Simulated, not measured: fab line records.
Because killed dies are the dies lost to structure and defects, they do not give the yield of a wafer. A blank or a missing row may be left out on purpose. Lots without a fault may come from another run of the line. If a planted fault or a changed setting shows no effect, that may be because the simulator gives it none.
Chamber matching    flow berkeley cmos170    UCB170_V1_CMP_02 on cmp-02: 4 sister chambers
The step polishes SiO2. 8 wafers are shown with their chamber, then 9 later ones without.

== WAFERS PAIRED WITH THEIR CHAMBERS ==
wafer   chamber  motor current A (A)  head pressure psi (psi)
L240.2  0        15.9                 5.988
L246.3  3        15.4                 5.978
L252.2  0        15.5                 5.994
L252.3  2        17.7                 6.007
L252.5  2        18.5                 5.986
L253.1  1        19.9                 5.988
L253.3  3        15.0                 5.984
L253.6  1        20.1                 5.994

== WAFERS WITH NO CHAMBER GIVEN ==
wafer   motor current A (A)  head pressure psi (psi)
L256.2  15.4                 6.004
L256.4  17.9                 6.006
L256.5  18.4                 6.009
L258.1  18.1                 6.003
L258.2  15.6                 5.998
L258.3  15.2                 5.995
L259.3  19.6                 5.992
L259.5  19.6                 5.995
L259.6  15.4                 6.019

== WHICH CHAMBER EACH WENT THROUGH ==
wafer   from the rows above      in truth
L256.2  can't be placed: 0 or 3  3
L256.4  2                        2
L256.5  2                        2
L258.1  2                        2
L258.2  can't be placed: 0 or 3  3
L258.3  can't be placed: 0 or 3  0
L259.3  1                        1
L259.5  1                        1
L259.6  can't be placed: 0 or 3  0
Correct placement for 5 of the 9. These rows do not allow placing 4 (true chamber among the candidates in 4). Placed wrongly: 0.
How it was worked out, from the rows above alone: a wafer's distance from a chamber is the root of the sum, over the readings, of the square of ((its reading less the chamber's mean) divided by the reading's scatter). If the next closest chamber is less than 2 further off than the closest, the wafer can't be placed; otherwise it belongs to the closest. Each chamber's mean is taken over the wafers shown for it. The scatter is the square root of a quotient: the sum, over the shown wafers, of each reading's squared deviation from its chamber's mean, divided by wafers minus chambers.
